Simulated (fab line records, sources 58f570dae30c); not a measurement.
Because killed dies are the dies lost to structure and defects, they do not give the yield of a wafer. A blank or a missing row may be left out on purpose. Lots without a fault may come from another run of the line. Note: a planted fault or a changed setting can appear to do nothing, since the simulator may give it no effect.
Which tool did it? || flow berkeley_cmos170 || 13 lots, 39 wafers sampled, at 3 steps of a route of 331

WHAT THE GAUGES SHOWED, per wafer
UCB170_START_BOW_MEAS_00. Usual: for INCOMING_BOW the level is 0 um and the standard deviation is 6.5.
{"lot": "L638", "measured": "day 1 10:00", "on": "film_metro-02", "INCOMING_BOW (um)": "-3 5 -2", "flag": ""}
{"lot": "L640", "measured": "day 1 20:00", "on": "film_metro-02", "INCOMING_BOW (um)": "-7 -3 3", "flag": ""}
{"lot": "L641", "measured": "day 2 01:04", "on": "film_metro-04", "INCOMING_BOW (um)": "1 -6 -8", "flag": ""}
{"lot": "L643", "measured": "day 2 11:00", "on": "film_metro-01", "INCOMING_BOW (um)": "-3 4 1", "flag": ""}
{"lot": "L646", "measured": "day 3 02:01", "on": "film_metro-02", "INCOMING_BOW (um)": "-7 6 -3", "flag": ""}
{"lot": "L647", "measured": "day 3 07:00", "on": "film_metro-02", "INCOMING_BOW (um)": "-4 3 -5", "flag": ""}
{"lot": "L650", "measured": "day 3 22:00", "on": "film_metro-04", "INCOMING_BOW (um)": "5 -13 2", "flag": ""}
{"lot": "L651", "measured": "day 4 03:01", "on": "film_metro-04", "INCOMING_BOW (um)": "-2 5 5", "flag": ""}
{"lot": "L652", "measured": "day 4 08:00", "on": "film_metro-04", "INCOMING_BOW (um)": "6 10 -3", "flag": ""}
{"lot": "L653", "measured": "day 4 13:00", "on": "film_metro-01", "INCOMING_BOW (um)": "-7 8 -3", "flag": ""}
{"lot": "L657", "measured": "day 5 09:00", "on": "film_metro-02", "INCOMING_BOW (um)": "5 0 -8", "flag": ""}
{"lot": "L658", "measured": "day 5 14:00", "on": "film_metro-02", "INCOMING_BOW (um)": "-7 0 6", "flag": ""}
{"lot": "L659", "measured": "day 5 19:00", "on": "film_metro-01", "INCOMING_BOW (um)": "-6 16 -15", "flag": ""}

UCB170_GATE_OVL_MEAS_13. Usual: for GATE_OVL the level is 1 nm and the standard deviation is 5.1.
{"lot": "L638", "measured": "day 7 15:07", "on": "overlay-02", "GATE_OVL (nm)": "-4 -10 -5", "flag": ""}
{"lot": "L640", "measured": "day 7 23:28", "on": "overlay-01", "GATE_OVL (nm)": "4 7 11", "flag": ""}
{"lot": "L641", "measured": "day 8 07:32", "on": "overlay-01", "GATE_OVL (nm)": "-1 -5 1", "flag": ""}
{"lot": "L643", "measured": "day 8 07:25", "on": "overlay-02", "GATE_OVL (nm)": "5 6 2", "flag": ""}
{"lot": "L646", "measured": "day 8 20:11", "on": "overlay-01", "GATE_OVL (nm)": "12 5 10", "flag": ""}
{"lot": "L647", "measured": "day 8 20:17", "on": "overlay-01", "GATE_OVL (nm)": "-1 -2 4", "flag": ""}
{"lot": "L650", "measured": "day 9 20:21", "on": "overlay-02", "GATE_OVL (nm)": "2 2 -5", "flag": ""}
{"lot": "L651", "measured": "day 9 20:38", "on": "overlay-01", "GATE_OVL (nm)": "5 6 5", "flag": ""}
{"lot": "L652", "measured": "day 10 04:29", "on": "overlay-01", "GATE_OVL (nm)": "-4 -13 -3", "flag": ""}
{"lot": "L653", "measured": "day 10 04:15", "on": "overlay-02", "GATE_OVL (nm)": "3 8 6", "flag": ""}
{"lot": "L657", "measured": "day 11 02:25", "on": "overlay-01", "GATE_OVL (nm)": "-6 2 -3", "flag": ""}
{"lot": "L658", "measured": "day 11 02:13", "on": "overlay-02", "GATE_OVL (nm)": "-2 1 -6", "flag": ""}
{"lot": "L659", "measured": "day 11 20:33", "on": "overlay-01", "GATE_OVL (nm)": "6 -4 4", "flag": ""}

UCB170_M1_CD_MEAS_09: target cd 700 nm. Usual: cd_nm 700.1 nm, standard deviation 1.3.
{"lot": "L638", "measured": "day 8 19:21", "on": "cd_sem-02", "cd_nm (nm)": "699.7 699.2 700.8", "flag": ""}
{"lot": "L640", "measured": "day 9 01:35", "on": "cd_sem-02", "cd_nm (nm)": "702.5 702.3 702.2", "flag": ""}
{"lot": "L641", "measured": "day 9 09:04", "on": "cd_sem-01", "cd_nm (nm)": "698.9 701.3 699.7", "flag": ""}
{"lot": "L643", "measured": "day 9 09:16", "on": "cd_sem-02", "cd_nm (nm)": "699.2 699.8 699.6", "flag": ""}
{"lot": "L646", "measured": "day 10 01:17", "on": "cd_sem-02", "cd_nm (nm)": "697.8 698.1 697.0", "flag": ""}
{"lot": "L647", "measured": "day 10 01:32", "on": "cd_sem-01", "cd_nm (nm)": "700.1 701.4 700.5", "flag": ""}
{"lot": "L650", "measured": "day 10 22:38", "on": "cd_sem-01", "cd_nm (nm)": "700.8 700.0 699.8", "flag": ""}
{"lot": "L651", "measured": "day 10 22:25", "on": "cd_sem-02", "cd_nm (nm)": "700.2 700.6 699.3", "flag": ""}
{"lot": "L652", "measured": "day 11 07:35", "on": "cd_sem-02", "cd_nm (nm)": "700.8 700.8 701.1", "flag": ""}
{"lot": "L653", "measured": "day 11 07:20", "on": "cd_sem-02", "cd_nm (nm)": "697.7 698.7 698.8", "flag": ""}
{"lot": "L657", "measured": "day 12 03:05", "on": "cd_sem-02", "cd_nm (nm)": "700.5 699.7 701.0", "flag": ""}
{"lot": "L658", "measured": "day 12 02:04", "on": "cd_sem-02", "cd_nm (nm)": "700.1 699.9 699.8", "flag": ""}
{"lot": "L659", "measured": "day 13 01:19", "on": "cd_sem-01", "cd_nm (nm)": "700.7 699.9 699.8", "flag": ""}

TOOL THAT RAN EACH LOT (tool first, then ch and the chambers of the sampled wafers, then the start)
The record shows no process step preceding these readings.

AS READ BY THE TOOLS THEMSELVES (means over the sampled wafers that have a number; for cases with no such wafer, the mark the record gives instead)
The record holds no such reading with a usual standard deviation.

THE ANSWER, worked out from the rows above alone
Rule: a lot counts as off when the mean over its wafers that have a number is more than 3 standard deviations away from the usual mean. A lot without any number at a reading at which 4 lots or more have one is off too. The other lots that the step has rows for count as sound. Order of review: gauges by route order, followed by the tools' own readings, for which a lot's mean as printed above is used. At the first step where some lot is off, the reading lying furthest off is the one used; lots without a number count as furthest.
Across all readings shown, no lot is off: no conclusion can be drawn from this.

WHAT THE SIMULATOR HAD PUT IN
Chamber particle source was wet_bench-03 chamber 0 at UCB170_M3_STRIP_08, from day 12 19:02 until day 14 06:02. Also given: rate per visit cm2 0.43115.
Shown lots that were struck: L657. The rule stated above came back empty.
